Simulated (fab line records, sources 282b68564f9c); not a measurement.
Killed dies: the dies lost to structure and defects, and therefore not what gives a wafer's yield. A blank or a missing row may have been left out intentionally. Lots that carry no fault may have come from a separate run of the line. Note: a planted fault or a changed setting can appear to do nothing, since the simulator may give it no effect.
Problem report in the 8D (eight disciplines) form, filled by code :: flow ritCmos :: the parts of the form that need people (team, actions taken, sign-off) are left out

## 1. WHAT IS WRONG
At RIT_PLDD_COAT_01, spinSpeedRpm averages 3179.2 rpm over 6 wafers from 2 lots, while fault-free wafers read 3250.0 rpm, standard deviation 2.1. Measured from the usual mean, that is -34 standard deviations.
The step: resist thk 1000 nm.
First seen on wafer L976.1, day 4 05:18, on lithoTrack-03. At this step, 18 wafers from 6 lots have a number in the record. Rule for "out", or "out of limits": more than 4 standard deviations from the usual mean. The rest of the wafers with a number are treated as sound.

## 2. WHAT IT IS; WHAT IT IS NOT
question: which readings at this step
is: spinSpeedRpm
is not: -

question: which lots
is: L976, L977
is not: L970, L972, L986, L992

question: which wafers of those lots
is: all that have a number
is not: -

question: read on which tools
is: lithoTrack-03
is not: lithoTrack-01, lithoTrack-04

question: when
is: from day 4 05:18
is not: up to then (6 sound wafers); but 6 sound wafers of L986, L992 came after

## 3. WHAT RULES OUT EACH SUSPECT
Counting: a tool at a process step up to the reading stays a suspect if it ran every lot that is out and no sound lot after the first of them.
- lithoTrack-03 at RIT_PLDD_COAT_01 (resist thk 1000 nm): kept. It ran every lot that is out, first L976 (day 4 05:18), and no sound lot after that. Its own readings are out on those wafers: spinSpeedRpm.
Left after counting: lithoTrack-03 at RIT_PLDD_COAT_01.

## 4. THE CAUSE (what the simulator had put in)
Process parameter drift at RIT_PLDD_COAT_01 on lithoTrack-03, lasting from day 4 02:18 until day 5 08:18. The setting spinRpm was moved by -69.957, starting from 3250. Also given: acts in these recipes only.
The count eliminated every tool but this one.

## 5. THE CHAIN OF EFFECTS, in route order
Each row: a reading where the mean over the struck wafers with a number is more than 3 standard deviations away from the usual. Only readings whose record carries a usual standard deviation are examined. hours: median over the lots of the time between each lot's start at the first step of this table that gives one and its start at this step. sigmas: the change, counted in usual standard deviations.
hours: 0
step: RIT_PLDD_COAT_01
reading: spinSpeedRpm
usual: 3250.0 rpm
on struck wafers: 3179.2
change: -70.8
sigmas: -34
Its process steps:
- RIT_PLDD_COAT_01: resist thk 1000 nm.
At these later measuring or inspecting steps, every struck wafer for which the step has a row has a number for every such reading, and none has moved that far: RIT_PLDD_OVL_MEAS_06.

## 6. HOW IT WOULD HAVE BEEN CAUGHT EARLIER
The fault began at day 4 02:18; the first out-of-limits reading in this record came at day 4 05:18, 3 hours later.
